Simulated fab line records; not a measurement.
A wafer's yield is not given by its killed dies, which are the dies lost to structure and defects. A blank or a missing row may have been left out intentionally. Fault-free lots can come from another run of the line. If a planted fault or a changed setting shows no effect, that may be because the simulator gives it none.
Which tool was responsible? || flow rit cmos || 13 lots, 39 wafers sampled, at 3 steps of a route of 202

== WHAT THE GAUGES SHOWED, per wafer ==
RIT_GATE_THK_MEAS_07.
{"lot": "L194", "measured": "day 2 20:07", "on": "film metro-03", "GATE_OXIDE_THK (nm)": "3.01 2.99 2.94"}
{"lot": "L195", "measured": "day 3 01:16", "on": "film metro-02", "GATE_OXIDE_THK (nm)": "3.07 3.04 3.06"}
{"lot": "L196", "measured": "day 3 18:22", "on": "film metro-03", "GATE_OXIDE_THK (nm)": "3.03 3.02 2.94"}
{"lot": "L200", "measured": "day 4 09:25", "on": "film metro-02", "GATE_OXIDE_THK (nm)": "3.28 3.32 3.37"}
{"lot": "L201", "measured": "day 5 01:38", "on": "film metro-04", "GATE_OXIDE_THK (nm)": "3.06 3.07 3.05"}
{"lot": "L204", "measured": "day 5 08:10", "on": "film metro-04", "GATE_OXIDE_THK (nm)": "3.38 3.42 3.32"}
{"lot": "L208", "measured": "day 5 22:40", "on": "film metro-04", "GATE_OXIDE_THK (nm)": "3.12 3.06 3.08"}
{"lot": "L211", "measured": "day 6 07:38", "on": "film metro-02", "GATE_OXIDE_THK (nm)": "3.03 3.11 3.03"}
{"lot": "L210", "measured": "day 6 07:53", "on": "film metro-02", "GATE_OXIDE_THK (nm)": "3.07 3.01 2.98"}
{"lot": "L213", "measured": "day 6 11:43", "on": "film metro-02", "GATE_OXIDE_THK (nm)": "3.02 3.00 2.94"}
{"lot": "L215", "measured": "day 6 23:27", "on": "film metro-04", "GATE_OXIDE_THK (nm)": "3.04 2.96 2.98"}
{"lot": "L216", "measured": "day 7 01:32", "on": "film metro-04", "GATE_OXIDE_THK (nm)": "2.97 2.98 2.90"}
{"lot": "L217", "measured": "day 7 09:52", "on": "film metro-04", "GATE_OXIDE_THK (nm)": "2.99 2.98 3.01"}

RIT_GATE_CD_MEAS_16: the cd target is 150 nm.
{"lot": "L194", "measured": "day 2 23:04", "on": "cd sem-01", "cd nm (nm)": "151.5 151.4 151.3"}
{"lot": "L195", "measured": "day 3 03:59", "on": "cd sem-02", "cd nm (nm)": "152.6 149.5 150.3"}
{"lot": "L196", "measured": "day 3 21:06", "on": "cd sem-02", "cd nm (nm)": "154.7 152.4 149.8"}
{"lot": "L200", "measured": "day 4 12:12", "on": "cd sem-02", "cd nm (nm)": "151.5 153.4 154.1"}
{"lot": "L201", "measured": "day 5 04:21", "on": "cd sem-02", "cd nm (nm)": "149.9 149.9 153.3"}
{"lot": "L204", "measured": "day 5 10:54", "on": "cd sem-02", "cd nm (nm)": "132.0 129.3 131.0"}
{"lot": "L208", "measured": "day 6 01:25", "on": "cd sem-01", "cd nm (nm)": "150.3 150.2 149.5"}
{"lot": "L211", "measured": "day 6 10:52", "on": "cd sem-01", "cd nm (nm)": "153.6 153.3 153.6"}
{"lot": "L210", "measured": "day 6 11:04", "on": "cd sem-01", "cd nm (nm)": "147.9 149.3 149.1"}
{"lot": "L213", "measured": "day 6 14:44", "on": "cd sem-02", "cd nm (nm)": "150.8 148.5 153.2"}
{"lot": "L215", "measured": "day 7 02:08", "on": "cd sem-02", "cd nm (nm)": "148.8 149.3 149.8"}
{"lot": "L216", "measured": "day 7 04:13", "on": "cd sem-01", "cd nm (nm)": "151.1 150.7 150.1"}
{"lot": "L217", "measured": "day 7 13:45", "on": "cd sem-02", "cd nm (nm)": "144.1 145.5 145.7"}

== TOOL THAT RAN EACH LOT (tool first, then ch and the chambers of the sampled wafers, then the start) ==
{"lot": "L194", "RIT_GATE_OXIDATION_05": "furnace-04 ch 0, day 2 17:28"}
{"lot": "L195", "RIT_GATE_OXIDATION_05": "furnace-03 ch 0, day 2 22:37"}
{"lot": "L196", "RIT_GATE_OXIDATION_05": "furnace-04 ch 0, day 3 05:03"}
{"lot": "L200", "RIT_GATE_OXIDATION_05": "furnace-04 ch 0, day 4 05:43"}
{"lot": "L201", "RIT_GATE_OXIDATION_05": "furnace-03 ch 0, day 4 22:18"}
{"lot": "L204", "RIT_GATE_OXIDATION_05": "furnace-04 ch 0, day 5 02:00"}
{"lot": "L208", "RIT_GATE_OXIDATION_05": "furnace-03 ch 0, day 5 20:56"}
{"lot": "L211", "RIT_GATE_OXIDATION_05": "furnace-01 ch 0, day 6 05:26"}
{"lot": "L210", "RIT_GATE_OXIDATION_05": "furnace-01 ch 0, day 6 06:31"}
{"lot": "L213", "RIT_GATE_OXIDATION_05": "furnace-01 ch 0, day 6 09:52"}
{"lot": "L215", "RIT_GATE_OXIDATION_05": "furnace-03 ch 0, day 6 22:08"}
{"lot": "L216", "RIT_GATE_OXIDATION_05": "furnace-03 ch 0, day 7 00:09"}
{"lot": "L217", "RIT_GATE_OXIDATION_05": "furnace-03 ch 0, day 7 06:37"}
- RIT_GATE_OXIDATION_05: target thk 3 nm, ox time 270 s.

== WHAT THE TOOLS THEMSELVES READ (means of the sampled wafers that have a number; where no wafer has one, the mark that the record gives instead) ==
RIT_GATE_OXIDATION_05.
{"lot": "L194", "tool": "furnace-04", "spike tc centre C (C)": 900.0, "spike tc load C (C)": 925.6, "spike tc source C (C)": 926, "tube center temp C (C)": 899.99, "tube_center_temp_C_max": 902.0}
{"lot": "L195", "tool": "furnace-03", "spike tc centre C (C)": 903.4, "spike tc load C (C)": 927.4, "spike tc source C (C)": 926, "tube center temp C (C)": 899.96, "tube_center_temp_C_max": 902.5}
{"lot": "L196", "tool": "furnace-04", "spike tc centre C (C)": 900.5, "spike tc load C (C)": 925.5, "spike tc source C (C)": 927, "tube center temp C (C)": 899.98, "tube_center_temp_C_max": 902.0}
{"lot": "L200", "tool": "furnace-04", "spike tc centre C (C)": 908.8, "spike tc load C (C)": 934.3, "spike tc source C (C)": 935, "tube center temp C (C)": 908.34, "tube_center_temp_C_max": 910.4}
{"lot": "L201", "tool": "furnace-03", "spike tc centre C (C)": 904.7, "spike tc load C (C)": 927.4, "spike tc source C (C)": 927, "tube center temp C (C)": 900.00, "tube_center_temp_C_max": 902.3}
{"lot": "L204", "tool": "furnace-04", "spike tc centre C (C)": 907.8, "spike tc load C (C)": 933.7, "spike tc source C (C)": 935, "tube center temp C (C)": 908.32, "tube_center_temp_C_max": 910.5}
{"lot": "L208", "tool": "furnace-03", "spike tc centre C (C)": 903.8, "spike tc load C (C)": 927.1, "spike tc source C (C)": 926, "tube center temp C (C)": 899.96, "tube_center_temp_C_max": 902.2}
{"lot": "L211", "tool": "furnace-01", "spike tc centre C (C)": 902.8, "spike tc load C (C)": 920.7, "spike tc source C (C)": 918, "tube center temp C (C)": 900.07, "tube_center_temp_C_max": 902.3}
{"lot": "L210", "tool": "furnace-01", "spike tc centre C (C)": 901.8, "spike tc load C (C)": 920.9, "spike tc source C (C)": 918, "tube center temp C (C)": 900.01, "tube_center_temp_C_max": 902.3}
{"lot": "L213", "tool": "furnace-01", "spike tc centre C (C)": 902.6, "spike tc load C (C)": 920.5, "spike tc source C (C)": 918, "tube center temp C (C)": 899.92, "tube_center_temp_C_max": 902.4}
{"lot": "L215", "tool": "furnace-03", "spike tc centre C (C)": 903.7, "spike tc load C (C)": 926.6, "spike tc source C (C)": 925, "tube center temp C (C)": 900.03, "tube_center_temp_C_max": 902.4}
{"lot": "L216", "tool": "furnace-03", "spike tc centre C (C)": 904.2, "spike tc load C (C)": 927.6, "spike tc source C (C)": 926, "tube center temp C (C)": 899.89, "tube_center_temp_C_max": 902.1}
{"lot": "L217", "tool": "furnace-03", "spike tc centre C (C)": 903.2, "spike tc load C (C)": 927.6, "spike tc source C (C)": 925, "tube center temp C (C)": 899.98, "tube_center_temp_C_max": 902.5}

== THE ANSWER, worked out from the rows above alone ==
Rule: usual is defined by the lots themselves. The widest of any qualifying gaps counts: lots, ordered by their means at a reading, are off when they make up no more than a third of the lots, leave a main group of 4 or more, and stand apart from it by 3 or more times the standard deviation of that group's means. Not used: any main group whose means are identical at the precision the tables above print for the reading. A lot without any number at a reading at which 4 lots or more have one is off too. Any other lot the step has rows for is counted as sound. First the gauges in route order, then the tools' own readings, where a lot's mean is used as printed above. At the first step where some lot is off, the reading lying furthest off is the one used; lots without a number count as furthest.
Off: L200, L204, seen at RIT_GATE_THK_MEAS_07 (GATE_OXIDE_THK). For the main group the mean is 3.02 nm and the standard deviation 0.041.
If a tool, at a process step before that reading, ran all the lots that are off and no sound lot after the first of them, it fits. The gauges at RIT_GATE_THK_MEAS_07 aren't tried: what is off there is off at RIT_GATE_OXIDATION_05 too, on other tools, and a gauge's error can't cause that. One candidate fits, namely furnace-04 at RIT_GATE_OXIDATION_05. Its last sound lot is L196 (day 3 05:03), its first lot that is off L200 (day 4 05:43): a fault that began between those two fits.
The tool's own readings at RIT_GATE_OXIDATION_05 bear it out: on the lots that are off they differ by more than 5 times the standard deviation of the sound lots' means. tube center temp C reads 908.33 C there against 899.98 C on the sound lots; tube_center_temp_C_max reads 910.5 there against 902.3 on the sound lots.

== WHAT THE SIMULATOR HAD INSERTED ==
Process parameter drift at RIT_GATE_OXIDATION_05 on furnace-04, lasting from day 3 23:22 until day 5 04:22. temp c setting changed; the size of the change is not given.
Shown lots that were struck: L200, L204. The rule above found the same.
